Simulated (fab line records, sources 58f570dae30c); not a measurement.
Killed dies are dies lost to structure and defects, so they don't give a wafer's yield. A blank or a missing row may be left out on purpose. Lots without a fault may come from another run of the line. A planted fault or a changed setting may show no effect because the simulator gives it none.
One fault seen from 2 desks | flow berkeley_cmos170 | each desk has only its own numbers; what lay behind them comes last

THE TOOL OWNER'S DESK: pecvd-03
The tool's own readings at UCB170_SPACER_CVD_00 (deposits SiO2 from TEOS/O2, target thk 376 nm, time 47 s): means of the sampled wafers that have a number, for each lot that ran on this tool. A lot is out of limits, marked OUT, if its mean lies more than 4 standard deviations from the usual mean; the brackets give that distance.
Columns: A = heater_power_w at UCB170_SPACER_CVD_00, usual 264 W; B = pressure_mtorr at UCB170_SPACER_CVD_00, usual 8999 mTorr; C = rf_fwd_power_W at UCB170_SPACER_CVD_00, usual 544.8 W
lot  | first seen here | A   | B    | C
L903 | day 6 21:11     | 270 | 8993 | 544.2
L906 | day 7 00:34     | 252 | 8980 | 546.5
L907 | day 7 11:46     | 232 | 8991 | 543.0
L915 | day 8 14:15     | 268 | 9005 | 543.6
L917 | day 9 02:05     | 279 | 9001 | 542.6
L924 | day 10 14:26    | 282 | 8997 | 543.0
This desk's finding: nothing out of limits on any of the 6 lots.

THE METROLOGY DESK
What the gauges read, lot by lot, whatever tool the lot ran on: means of the sampled wafers that have a number. A lot is out of limits, marked OUT, if its mean lies more than 4 standard deviations from the usual mean; the brackets give that distance.
Columns: A = SPACER_TEOS_THK at UCB170_SPACER_THK_MEAS_01, usual 375 nm
lot  | first seen here | A
L905 | day 6 20:11     | 373
L903 | day 6 21:14     | 373
L904 | day 6 21:49     | 380
L906 | day 7 00:37     | 372
L907 | day 7 11:49     | 381
L910 | day 7 12:58     | 378
L912 | day 8 12:57     | 371
L914 | day 8 13:40     | 378
L915 | day 8 14:17     | 373
L917 | day 9 02:08     | 375
L916 | day 9 02:40     | 375
L924 | day 10 14:29    | 331 (-10) OUT
L926 | day 10 20:44    | 375
This desk's finding: out of limits on L924; first on L924, day 10 14:29 (SPACER_TEOS_THK at UCB170_SPACER_THK_MEAS_01). In limits: L905, L903, L904, L906, L907, L910, L912, L914, L915, L917, L916, L926.

PUT TOGETHER
The metrology desk could have raised an alarm at day 10 14:29, on L924.
The tool owner's desk saw nothing out of limits.
The tool owner's desk has L924 on record, within its limits.
Of the lots named, all ran UCB170_SPACER_CVD_00 on pecvd-03.

WHAT THE SIMULATOR HAD PUT IN
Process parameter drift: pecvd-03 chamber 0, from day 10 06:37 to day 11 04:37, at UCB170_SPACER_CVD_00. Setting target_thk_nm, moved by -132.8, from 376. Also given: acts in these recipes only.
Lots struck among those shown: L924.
Hours from the fault's start to each desk's first reading out of limits: the metrology desk, 8.
